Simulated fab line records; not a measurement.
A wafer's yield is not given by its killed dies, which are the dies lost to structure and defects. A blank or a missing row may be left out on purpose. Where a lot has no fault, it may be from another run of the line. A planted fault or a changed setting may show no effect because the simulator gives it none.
Chamber matching ; flow berkeleyCmos170 ; 4 sister chambers for UCB170_PLDD_CLEAN_12 on wetBench-04
The step cleans in SPM, time 600 s. 18 wafers are shown with their chamber, then 9 later ones without.

## WAFERS, EACH WITH ITS CHAMBER
wafer;chamber;bathGuardTempC (C);bathHeatDutyPct (%)
L419.1;0;120.8;13.2
L419.4;0;120.9;13.4
L419.5;0;120.8;12.7
L417.3;3;120.9;13.3
L417.5;3;120.6;14.2
L417.6;3;120.6;13.3
L432.1;2;120.7;15.4
L432.2;2;120.6;14.1
L432.6;2;120.7;15.0
L434.1;1;119.7;14.0
L434.2;1;119.4;14.6
L434.3;1;119.7;14.7
L435.3;1;119.9;14.9
L435.4;1;119.8;14.2
L435.6;1;119.7;14.4
L436.2;1;119.8;13.7
L436.3;1;119.7;15.3
L436.5;1;119.8;15.3

SIGNATURES, as means of the wafers listed above
reading;chamber 0;chamber 1;chamber 2;chamber 3;scatter within a chamber
bathGuardTempC;120.833;119.722;120.667;120.700;0.128
bathHeatDutyPct;13.100;14.567;14.833;13.600;0.543
Rule: distance of a wafer from a chamber = root of the sum over the readings of ((wafer's reading minus chamber's mean) / reading's scatter) squared. If the next closest chamber is less than 2 further off than the closest, the wafer can't be placed; otherwise it belongs to the closest. The scatter: the root of (the sum of the squares of (reading less its chamber's mean) over the shown wafers, divided by (wafers less chambers)).

## WAFERS WITH NO CHAMBER GIVEN
wafer;bathGuardTempC (C);bathHeatDutyPct (%)
L438.1;119.4;13.9
L438.4;119.6;13.9
L438.6;119.6;14.9
L437.2;120.8;14.4
L437.5;120.5;14.4
L437.6;120.5;12.6
L439.4;120.7;15.1
L439.5;121.2;13.9
L439.6;120.8;14.1

## EACH ONE'S CHAMBER
wafer;from the rows above;in truth
L438.1;1;1
L438.4;1;1
L438.6;1;1
L437.2;can't be placed: 2 or 3 or 0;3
L437.5;can't be placed: 2 or 3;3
L437.6;can't be placed: 3 or 0 or 2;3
L439.4;2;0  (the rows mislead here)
L439.5;can't be placed: 0 or 3 or 2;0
L439.6;can't be placed: 3 or 2 or 0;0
Correct placement for 3 of the 9. Can't be placed from these rows: 5 (the true chamber is among the candidates in 5). Placed wrongly: 1.
